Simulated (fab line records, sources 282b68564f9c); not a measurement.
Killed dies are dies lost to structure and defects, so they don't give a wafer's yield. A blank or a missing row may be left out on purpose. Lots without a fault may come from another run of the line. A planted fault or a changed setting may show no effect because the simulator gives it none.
A struck lot beside a sound one | flow rit_cmos | 15 steps out of a route of 202
Sound: wafers L170.2, L170.5, L170.6. Struck: wafers L180.1, L180.2, L180.3. The cause comes at the end.
At each step with rows: each side's tool, then ch and its chambers, then its first start. Under that, the readings that differ: sound wafers | struck wafers | difference of the means | sigmas: that difference in standard deviations of wafers without a fault.
alike: readings whose means differ by less than 2 such deviations, and words and numbers that are the same on both sides. not compared: withheld readings, readings that some wafer has no value for, bounds like >300 that may hide the same value, and numbers for which the record gives no deviation and whose values overlap.
The two part at a step that has a row with sigmas, a row that says differs or no value, or rows on one side only. Numbers that don't overlap but have no deviation are shown without sigmas and don't part them. A reading that every wafer of one side lacks parts them only if that side has two wafers or more.

first, 4 steps without rows for these wafers: RIT_CONTACT_SOFTBAKE_04 (time 60 s); RIT_CONTACT_EXPOSE_05 (exposes mask M11, target cd 1000 nm); RIT_CONTACT_PEB_06; RIT_CONTACT_DEVELOP_07 (develop time 120 s).
RIT_CONTACT_CD_MEAS_08: target cd 1000 nm.
  sound on cd_sem-02, day 4 18:10; struck on cd_sem-02, day 6 15:34
  alike: cd_nm
RIT_CONTACT_OVL_MEAS_09:
  sound on overlay-02, day 4 18:16; struck on overlay-01, day 6 15:41
  alike: CONTACT_OVL
then, 1 step without rows for these wafers: RIT_CONTACT_HARDBAKE_10 (time 60 s).
RIT_CONTACT_ETCH_11: etches SiO2 in CHF3/CF4/Ar, stops on TiSi2, target depth 480 nm, time 320 s.
  sound on rie_diel-01 ch 1,2,3, day 4 18:26; struck on rie_diel-04 ch 1,2,3, day 6 15:53
  alike: drypump_motor_current_A, oes_product_au, throttle_valve_pct
  not compared: rf_hours_counter_h
RIT_CONTACT_STRIP_12: strips in O2, time 180 s.
  sound on plasma_asher-04 ch 0,1, day 4 18:38; struck on plasma_asher-03 ch 0,1, day 6 16:04
  alike: drypump_motor_current_A, rf_refl_power_W
  not compared: rf_hours_counter_h
RIT_CONTACT_CD_MEAS_90: target cd 1000 nm.
  sound on cd_sem-02, day 4 18:50; struck on cd_sem-02, day 6 16:15
  alike: cd_nm
then, 2 steps without rows for these wafers: RIT_CONTACT_CLEAN_13 (cleans in SC1, time 600 s); RIT_CONTACT_CLEAN_14 (cleans in SC2, time 600 s).
RIT_M1_SPUTTER_00: material Al, target thk 400 nm, time 522.4 s.
  sound on pvd_sputter-03, day 4 19:28; struck on pvd_sputter-03, day 6 17:08
  reading                  | sound                | struck               | difference | sigmas
  chamber_pressure_pa (Pa) | 0.4006 0.4004 0.4008 | 0.4178 0.4192 0.4185 | +0.0179    | +23
  alike: throttle_valve_pct
RIT_M1_RS_MEAS_01: measures by four-point-probe.
  sound on film_metro-04, day 4 19:46; struck on film_metro-04, day 6 17:25
  reading           | sound                | struck               | difference | sigmas
  M1_AL_RS (ohm/sq) | 0.0699 0.0702 0.0702 | 0.0716 0.0717 0.0713 | +0.0014    | +3
RIT_M1_PROBE_99:
  sound on prober-02, day 4 23:39; struck on prober-01, day 6 21:08
  alike: defect_limited_yield, killed_at_front_end, killed_dies, killed_open, killed_short, sort_bin_3_pad_short, sort_bin_5_function, sort_bin_6_memory, sort_n_pass, sort_yield_pct

WHERE THEY PART
First at RIT_M1_SPUTTER_00; last, within this record, at RIT_M1_RS_MEAS_01. Later steps at which nothing parts them and some readings are alike: RIT_M1_PROBE_99.

WHY: what the simulator had put in
Process parameter drift: pvd_sputter-03, from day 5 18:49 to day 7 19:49, at RIT_M1_SPUTTER_00. Setting chamber_pressure_pa, moved by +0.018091, from 0.4. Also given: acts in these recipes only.
